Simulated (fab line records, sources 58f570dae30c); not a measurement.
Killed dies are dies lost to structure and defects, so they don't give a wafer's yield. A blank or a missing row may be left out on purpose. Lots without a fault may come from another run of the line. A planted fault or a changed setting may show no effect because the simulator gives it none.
Which tool did it? | flow berkeley_cmos170 | 14 lots, 42 wafers sampled, at 5 steps of a route of 331

WHAT THE GAUGES READ, wafer by wafer
UCB170_NWELL_THK_MEAS_05. Usual: NWELL_NITRIDE_THK 224.6 nm, standard deviation 2.3.
lot  | measured    | on            | NWELL_NITRIDE_THK (nm) | flag
L814 | day 2 04:52 | film_metro-03 | 222.7 220.3 221.0      |
L815 | day 2 11:10 | film_metro-01 | 226.4 226.7 225.9      |
L816 | day 2 11:11 | film_metro-03 | 223.9 223.8 226.2      |
L817 | day 2 17:16 | film_metro-01 | 225.2 225.8 224.2      |
L819 | day 3 00:42 | film_metro-02 | 221.4 222.4 221.6      |
L820 | day 3 10:14 | film_metro-03 | 223.7 225.8 223.3      |
L826 | day 4 17:00 | film_metro-03 | 226.5 224.8 227.1      |
L830 | day 5 17:41 | film_metro-01 | 226.9 226.4 227.0      |
L831 | day 6 01:32 | film_metro-02 | 223.3 224.7 224.8      |
L832 | day 6 07:38 | film_metro-03 | 223.1 223.7 225.1      |
L833 | day 6 07:38 | film_metro-02 | 225.0 222.6 224.0      |
L834 | day 6 12:11 | film_metro-03 | 225.0 222.4 223.5      |
L835 | day 6 15:56 | film_metro-03 | 230.2 226.6 228.7      |
L837 | day 7 01:23 | film_metro-03 | 221.9 221.9 220.0      |

UCB170_V1_THK_MEAS_04. Usual: V1_POLISHED_THK 1000.0 nm, standard deviation 1.2.
lot  | measured     | on            | V1_POLISHED_THK (nm) | flag
L814 | day 7 08:02  | film_metro-01 | 999.8 1001.5 998.1   |
L815 | day 7 08:19  | film_metro-03 | 1000.9 1000.0 1000.8 |
L816 | day 7 08:02  | film_metro-02 | 998.1 1001.7 999.1   |
L817 | day 7 16:21  | film_metro-03 | 999.9 999.4 1002.4   |
L819 | day 8 04:43  | film_metro-01 | 999.8 999.8 999.4    |
L820 | day 8 08:50  | film_metro-03 | 999.6 1000.2 1000.0  |
L826 | day 10 01:34 | film_metro-03 | 1000.3 999.5 999.6   |
L830 | day 10 21:56 | film_metro-03 | 1000.6 998.1 999.7   |
L831 | day 11 12:52 | film_metro-03 | 1002.2 1000.9 1001.7 |
L832 | day 11 12:52 | film_metro-02 | 1000.3 999.6 997.4   |
L833 | day 11 13:10 | film_metro-03 | 998.2 1000.7 998.7   |
L834 | day 11 19:44 | film_metro-01 | 998.9 999.6 999.1    |
L835 | day 11 19:44 | film_metro-03 | 999.9 1000.7 1000.2  |
L837 | day 12 15:25 | film_metro-03 | 1001.2 1000.6 999.6  |

UCB170_V2_CD_MEAS_12: target cd 700 nm. Usual: cd_nm 700.2 nm, standard deviation 1.3.
lot  | measured     | on        | cd_nm (nm)        | flag
L814 | day 7 15:25  | cd_sem-01 | 700.3 700.2 700.3 |
L815 | day 7 15:53  | cd_sem-01 | 701.9 701.4 701.0 |
L816 | day 7 14:50  | cd_sem-01 | 699.9 700.6 700.0 |
L817 | day 7 22:40  | cd_sem-01 | 724.5 725.8 725.5 | OFF
L819 | day 8 12:50  | cd_sem-02 | 722.4 724.1 722.8 | OFF
L820 | day 8 17:13  | cd_sem-02 | 699.9 700.5 699.5 |
L826 | day 10 08:46 | cd_sem-02 | 700.5 700.2 701.4 |
L830 | day 11 05:11 | cd_sem-02 | 701.5 701.5 701.6 |
L831 | day 11 19:28 | cd_sem-02 | 700.2 698.3 699.2 |
L832 | day 11 19:47 | cd_sem-01 | 699.3 698.8 698.3 |
L833 | day 11 20:03 | cd_sem-01 | 700.6 698.0 698.5 |
L834 | day 12 02:42 | cd_sem-01 | 702.7 702.5 701.3 |
L835 | day 12 05:53 | cd_sem-02 | 700.0 699.8 699.7 |
L837 | day 12 23:25 | cd_sem-01 | 700.4 700.0 699.5 |

UCB170_M3_CD_MEAS_15: target cd 700 nm. Usual: cd_nm 700.0 nm, standard deviation 1.7.
lot  | measured     | on        | cd_nm (nm)        | flag
L814 | day 7 18:08  | cd_sem-01 | 698.7 696.4 696.9 |
L815 | day 7 18:36  | cd_sem-01 | 700.7 700.8 702.4 |
L816 | day 7 17:32  | cd_sem-01 | 699.6 700.1 700.2 |
L817 | day 8 01:20  | cd_sem-01 | 698.9 699.0 699.6 |
L819 | day 8 16:27  | cd_sem-02 | 698.2 699.1 698.6 |
L820 | day 8 20:10  | cd_sem-02 | 698.2 697.0 697.7 |
L826 | day 10 12:09 | cd_sem-01 | 701.8 703.6 703.8 |
L830 | day 11 08:16 | cd_sem-01 | 700.9 699.7 700.6 |
L831 | day 11 22:31 | cd_sem-02 | 700.8 699.0 697.9 |
L832 | day 12 02:19 | cd_sem-01 | 697.7 697.6 698.7 |
L833 | day 12 02:36 | cd_sem-01 | 697.9 699.5 698.6 |
L834 | day 12 05:11 | cd_sem-02 | 699.3 698.5 699.6 |
L835 | day 12 09:02 | cd_sem-01 | 700.6 700.9 700.0 |
L837 | day 13 02:34 | cd_sem-02 | 700.6 699.6 698.4 |

WHICH TOOL RAN EACH LOT (tool, then ch and the chambers of the sampled wafers, then the start)
lot  | UCB170_V2_PEB_10
L814 | litho_track-04 ch 0, day 7 15:08
L815 | litho_track-02 ch 0, day 7 15:37
L816 | litho_track-04 ch 0, day 7 14:35
L817 | litho_track-04 ch 0, day 7 22:24
L819 | litho_track-04 ch 0, day 8 12:34
L820 | litho_track-03 ch 0, day 8 16:57
L826 | litho_track-02 ch 0, day 10 08:23
L830 | litho_track-03 ch 0, day 11 04:55
L831 | litho_track-02 ch 0, day 11 19:11
L832 | litho_track-02 ch 0, day 11 19:31
L833 | litho_track-02 ch 0, day 11 19:47
L834 | litho_track-02 ch 0, day 12 02:25
L835 | litho_track-03 ch 0, day 12 05:37
L837 | litho_track-04 ch 0, day 12 23:08
- UCB170_V2_PEB_10

WHAT THE TOOLS THEMSELVES READ (means of the sampled wafers that have a number; where no wafer has one, the mark that the record gives instead)
UCB170_V2_PEB_10. Usual: heater_power_total_W 56.80 W, standard deviation 0.047; plate_temp_C 129.96 C, standard deviation 0.13.
lot  | tool           | heater_power_total_W (W) | plate_temp_C (C) | flag
L814 | litho_track-04 | 56.80                    | 130.15           |
L815 | litho_track-02 | 56.80                    | 130.00           |
L816 | litho_track-04 | 56.75                    | 129.93           |
L817 | litho_track-04 | 59.51                    | 134.74           | OFF
L819 | litho_track-04 | 59.48                    | 134.55           | OFF
L820 | litho_track-03 | 56.77                    | 129.80           |
L826 | litho_track-02 | 56.84                    | 130.00           |
L830 | litho_track-03 | 56.79                    | 130.14           |
L831 | litho_track-02 | 56.80                    | 130.08           |
L832 | litho_track-02 | 56.83                    | 130.00           |
L833 | litho_track-02 | 56.81                    | 129.98           |
L834 | litho_track-02 | 56.84                    | 130.09           |
L835 | litho_track-03 | 56.79                    | 130.11           |
L837 | litho_track-04 | 56.75                    | 129.87           |

THE ANSWER, worked out from the rows above alone
Rule: a lot is off if the mean of its wafers that have a number lies more than 3 standard deviations from the usual mean. A lot without any number at a reading at which 4 lots or more have one is off too. The other lots that the step has rows for count as sound. The gauges are gone through in route order, then the tools' own readings, and for those a lot's mean is taken as printed above. The first step at which some lot is off is used, and at that step the reading that is off furthest; a lot without a number counts as furthest.
Off: L817, L819, at UCB170_V2_CD_MEAS_12 (cd_nm).
A tool fits if, at a process step before that reading, it ran every lot that is off, and no sound lot after the first of them. The gauges at UCB170_V2_CD_MEAS_12 aren't tried: what is off there is off at UCB170_V2_PEB_10 too, on other tools, and a gauge's error can't cause that. None of those tried fits.

WHAT THE SIMULATOR HAD PUT IN
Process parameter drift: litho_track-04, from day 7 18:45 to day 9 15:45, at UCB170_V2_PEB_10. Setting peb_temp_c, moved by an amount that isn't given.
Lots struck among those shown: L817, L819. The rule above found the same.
